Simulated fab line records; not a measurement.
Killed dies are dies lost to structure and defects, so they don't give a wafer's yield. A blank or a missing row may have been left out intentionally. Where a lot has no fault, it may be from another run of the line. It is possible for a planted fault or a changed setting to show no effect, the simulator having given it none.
Problem report in the 8D (eight disciplines) form, filled by code + flow berkeley-cmos170 + the parts of the form that need people (team, actions taken, sign-off) are left out

== 1. WHAT IS WRONG ==
oes-product-au at UCB170_V1_ETCH_14 reads a mean of 0.779 a.u. on 6 wafers of 2 lots; wafers without a fault read 0.869 a.u. with a standard deviation of 0.015. That is -6.0 standard deviations from the usual mean.
The step: etches SiO2 in CHF3/CF4/Ar, stops on Al, target depth 1250 nm, time 291 s.
Earliest sighting: wafer L953.2 on rie-diel-04 at day 8 01:23. The record has a number at this step for 42 wafers belonging to 14 lots. Rule for "out", or "out of limits": more than 4 standard deviations from the usual mean. The other wafers with a number count as sound.

== 2. WHAT IT IS, AND WHAT IT ISN'T ==
| question                    | is                     | is not                                                                                                   |
|-----------------------------|------------------------|----------------------------------------------------------------------------------------------------------|
| which readings at this step | oes-product-au         | drypump-motor-current-A, throttle-valve-pct                                                              |
| which lots                  | L953, L959             | L949, L950, L951, L954, L955, L962, L964, L965, L968, L970, L971, L972                                   |
| which wafers of those lots  | all that have a number | -                                                                                                        |
| read on which tools         | rie-diel-04            | rie-diel-02, rie-diel-03                                                                                 |
| when                        | from day 8 01:23       | up to then (15 sound wafers); but 21 sound wafers of L962, L964, L965, L968, L970, L971, L972 came after |

== 3. WHAT RULES OUT EACH SUSPECT ==
Counting: any tool at a process step up to the reading is kept as a suspect provided that every lot that is out went through it and no sound lot did after the first of them.
- rie-diel-04 at UCB170_V1_ETCH_14 (etches SiO2 in CHF3/CF4/Ar, stops on Al, target depth 1250 nm, time 291 s): ruled out as a lasting fault. Sound lots L968 ran on it after its first lot that is out, L953 (day 8 01:23).
Left after counting: nothing in the record.

== 4. THE CAUSE (what the simulator had put in) ==
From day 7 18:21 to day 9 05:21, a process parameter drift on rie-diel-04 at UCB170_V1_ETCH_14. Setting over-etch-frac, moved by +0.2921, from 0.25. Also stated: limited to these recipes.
Counting ruled it out, wrongly.

== 5. SEQUENCE OF EFFECTS, ordered by route ==
Each row: a reading where the mean over the struck wafers with a number is more than 3 standard deviations away from the usual. Scope: only readings with a usual standard deviation given in the record; hours: median across lots of the time from each lot's start at the first step in this table that gives one to its start at this step; sigmas: change in usual standard deviations.
| hours | step               | reading                  | usual      | on struck wafers | change | sigmas |
|-------|--------------------|--------------------------|------------|------------------|--------|--------|
| 0     | UCB170_V1_ETCH_14  | oes-product-au           | 0.869 a.u. | 0.779            | -0.090 | -6.0   |
| 0     | UCB170_V1_STRIP_15 | strip-time-to-endpoint-s | 15.30 s    | 13.83            | -1.47  | -17    |
It contains these process steps:
- UCB170_V1_ETCH_14: etches SiO2 in CHF3/CF4/Ar, stops on Al, target depth 1250 nm, time 291 s.
- UCB170_V1_STRIP_15: strips in O2.

== 6. HOW IT WOULD HAVE BEEN CAUGHT EARLIER ==
In this record the first reading out of limits was taken at day 8 01:23, 7 hours after the fault began at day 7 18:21.
